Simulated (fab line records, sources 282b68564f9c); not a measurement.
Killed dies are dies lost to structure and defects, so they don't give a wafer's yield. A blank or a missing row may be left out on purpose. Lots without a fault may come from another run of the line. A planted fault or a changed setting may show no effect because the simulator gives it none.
Which tool did it? | flow rit_cmos | 7 lots, 21 wafers sampled, at 2 steps of a route of 202

WHAT THE GAUGES READ, wafer by wafer
RIT_GATE_CD_MEAS_16: target cd 150 nm.
lot  | measured    | on        | cd_nm (nm)
L366 | day 3 19:31 | cd_sem-02 | 146.5 149.0 149.4
L369 | day 3 23:45 | cd_sem-02 | 150.2 148.2 149.4
L370 | day 4 08:35 | cd_sem-01 | - - -
L378 | day 5 17:35 | cd_sem-02 | 147.1 146.5 147.2
L382 | day 6 13:34 | cd_sem-01 | 149.0 150.7 152.4
L385 | day 7 08:13 | cd_sem-01 | 151.0 148.8 151.4
L387 | day 7 12:07 | cd_sem-02 | 150.5 149.0 149.0

WHICH TOOL RAN EACH LOT (tool, then ch and the chambers of the sampled wafers, then the start)
lot  | RIT_GATE_EXPOSE_13
L366 | iline_stepper-02 ch 0, day 3 18:59
L369 | iline_stepper-02 ch 0, day 3 23:21
L370 | iline_stepper-01 ch 0, day 4 07:59
L378 | iline_stepper-02 ch 0, day 5 17:11
L382 | iline_stepper-02 ch 0, day 6 13:10
L385 | iline_stepper-02 ch 0, day 7 07:49
L387 | iline_stepper-02 ch 0, day 7 11:43
- RIT_GATE_EXPOSE_13: exposes mask M6, target cd 150 nm.

THE ANSWER, worked out from the rows above alone
Rule: what is usual is taken from the lots themselves. Put in order of their means at a reading, lots are off if they are a third of the lots or fewer, leave a main group of 4 or more, and stand apart from it by a gap of 3 or more times the standard deviation of the main group's means; of several such gaps the widest counts. A main group whose means are all the same, to the digits that the tables above print for the reading, isn't used. A lot without any number at a reading at which 4 lots or more have one is off too. The other lots that the step has rows for count as sound.
Off: L370, at RIT_GATE_CD_MEAS_16 (cd_nm). Without a number there: L370. The main group: mean 149.2 nm, standard deviation 1.3.
A tool fits if, at a process step before that reading, it ran every lot that is off, and no sound lot after the first of them. The gauges at RIT_GATE_CD_MEAS_16 are tried like those tools. One fits: iline_stepper-01 at RIT_GATE_EXPOSE_13. It ran no sound lot before its first lot that is off in this sample, so the start can't be narrowed down.

WHAT THE SIMULATOR HAD PUT IN
Process parameter drift: iline_stepper-01, from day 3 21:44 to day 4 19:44, at RIT_GATE_EXPOSE_13. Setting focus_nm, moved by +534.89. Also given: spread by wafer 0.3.
Lots struck among those shown: L370. The rule above found the same.
